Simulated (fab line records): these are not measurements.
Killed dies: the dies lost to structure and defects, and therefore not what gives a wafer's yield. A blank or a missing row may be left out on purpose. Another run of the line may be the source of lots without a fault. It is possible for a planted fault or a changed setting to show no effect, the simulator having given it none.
2 desks looking at one fault ; flow berkeley cmos170 ; every desk sees just its own numbers, and what lay behind them comes last

## FROM THE METROLOGY DESK
Lot by lot, what the gauges showed, no matter which tool ran the lot: averages of those sampled wafers that carry a number. A lot is out of limits, marked OUT, if its mean lies more than 4 standard deviations from the usual mean; the brackets give that distance.
Columns: A = NVT_OVL at UCB170_NVT_OVL_MEAS_06, usual 0 nm; B = NSD_OVL at UCB170_NSD_OVL_MEAS_07, usual 2 nm; C = PLDD_RS at UCB170_SDANNEAL_RS_MEAS_04, usual 1032 ohm/sq
lot;first seen here;A;B;C
L110;day 6 04:40;-2;1;1030
L112;day 6 13:51;2;2;1030
L111;day 6 14:05;-4;4;1027
L113;day 7 04:59;0;6;1037
L114;day 7 14:39;9;7;1029
L116;day 7 14:39;-6;3;1030
L117;day 8 04:02;5;5;1027
L119;day 8 13:46;1;6;1035
L120;day 9 02:41;-1;-1;1031
L126;day 10 02:44;-0;4;1033
L128;day 10 16:13;4;3;-
L129;day 10 22:38;6;4;-
L133;day 11 23:08;-3;-6;1032
L132;day 11 23:49;-3;7;1037
Finding of this desk: none of the 14 lots has anything out of limits.

## TOOL OWNER'S DESK, implanter-02
For each lot that ran on this tool, the mean over its sampled wafers that have a number, from the tool's own readings at UCB170_PLDD_IMPLANT_08. A lot is out of limits, marked OUT, if its mean lies more than 4 standard deviations from the usual mean; the brackets give that distance.
Columns: A = beam energy keV at UCB170_PLDD_IMPLANT_08, usual 10.000; B = beam on s at UCB170_PLDD_IMPLANT_08, usual 10.14 s; C = tilt deg at UCB170_PLDD_IMPLANT_08, usual 6.993 degrees
lot;first seen here;A;B;C
L116;day 8 13:49;9.999;9.85;7.009
L120;day 9 20:53;10.003;9.81;6.976
L128;day 11 17:31;9.997;9.95;8.873 (+90) OUT
L129;day 11 22:30;9.998;9.84;8.856 (+89) OUT
This desk's finding: out of limits on L128, L129; first on L128, day 11 17:31 (tilt deg at UCB170_PLDD_IMPLANT_08). Within limits: L116, L120.

## BROUGHT TOGETHER
The tool owner's desk had the chance to raise an alarm at day 11 17:31 on L128, L129.
The metrology desk saw nothing out of limits.
The metrology desk has L128, L129 on record, within its limits.
Every lot named ran UCB170_PLDD_IMPLANT_08 on implanter-02.

## WHAT WAS PUT IN BY THE SIMULATOR
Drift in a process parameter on implanter-02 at UCB170_PLDD_IMPLANT_08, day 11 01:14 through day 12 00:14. The setting tilt deg was moved by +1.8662, starting from 7. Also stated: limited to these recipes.
Lots struck among those shown: L128, L129.
Each desk's first reading out of limits, in hours after the fault started: the tool owner's desk, 16.
